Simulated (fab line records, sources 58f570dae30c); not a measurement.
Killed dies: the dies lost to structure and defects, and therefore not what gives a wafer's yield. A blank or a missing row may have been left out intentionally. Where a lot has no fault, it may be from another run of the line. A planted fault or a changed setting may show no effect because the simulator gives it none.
Chamber matching / flow berkeley cmos170 / UCB170_V1_CMP_02 on cmp-02 has 4 sister chambers
The step polishes SiO2. 8 wafers are shown with their chamber, then 8 later ones without.

WAFERS PAIRED WITH THEIR CHAMBERS
wafer=L907.2; chamber=0; motor current A (A)=17.3; platen rpm (rpm)=59.98
wafer=L908.2; chamber=3; motor current A (A)=15.6; platen rpm (rpm)=59.96
wafer=L908.4; chamber=2; motor current A (A)=19.0; platen rpm (rpm)=60.00
wafer=L908.5; chamber=1; motor current A (A)=13.5; platen rpm (rpm)=60.00
wafer=L910.3; chamber=3; motor current A (A)=15.3; platen rpm (rpm)=59.98
wafer=L910.5; chamber=0; motor current A (A)=16.9; platen rpm (rpm)=60.03
wafer=L910.6; chamber=1; motor current A (A)=13.4; platen rpm (rpm)=60.09
wafer=L918.1; chamber=2; motor current A (A)=18.7; platen rpm (rpm)=59.99

WAFERS WHOSE CHAMBER IS MISSING
wafer=L918.4; motor current A (A)=16.7; platen rpm (rpm)=59.97
wafer=L918.6; motor current A (A)=18.1; platen rpm (rpm)=60.04
wafer=L914.2; motor current A (A)=15.7; platen rpm (rpm)=60.03
wafer=L914.5; motor current A (A)=15.2; platen rpm (rpm)=60.03
wafer=L914.6; motor current A (A)=18.2; platen rpm (rpm)=60.01
wafer=L915.2; motor current A (A)=16.7; platen rpm (rpm)=60.05
wafer=L915.3; motor current A (A)=14.0; platen rpm (rpm)=59.99
wafer=L915.4; motor current A (A)=15.0; platen rpm (rpm)=59.98

THE CHAMBER EACH PASSED THROUGH
wafer=L918.4; from the rows above=0; in truth=0
wafer=L918.6; from the rows above=can't be placed: 2 or 0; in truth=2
wafer=L914.2; from the rows above=3; in truth=3
wafer=L914.5; from the rows above=3; in truth=3
wafer=L914.6; from the rows above=2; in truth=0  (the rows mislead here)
wafer=L915.2; from the rows above=0; in truth=0
wafer=L915.3; from the rows above=1; in truth=1
wafer=L915.4; from the rows above=3; in truth=3
Placed correctly: 6 of 8. These rows do not allow placing 1 (true chamber among the candidates in 1). Wrongly placed: 1.
How it was worked out, from the rows above alone: a wafer's distance from a chamber is the root of the sum, over the readings, of the square of ((its reading less the chamber's mean) divided by the reading's scatter). If the next closest chamber is less than 2 further off than the closest, the wafer can't be placed; otherwise it belongs to the closest. The mean given for a chamber averages the wafers shown for that chamber. The scatter: take each reading less its chamber's mean, square it, sum over the shown wafers, divide by the number of wafers less the number of chambers, and take the root.
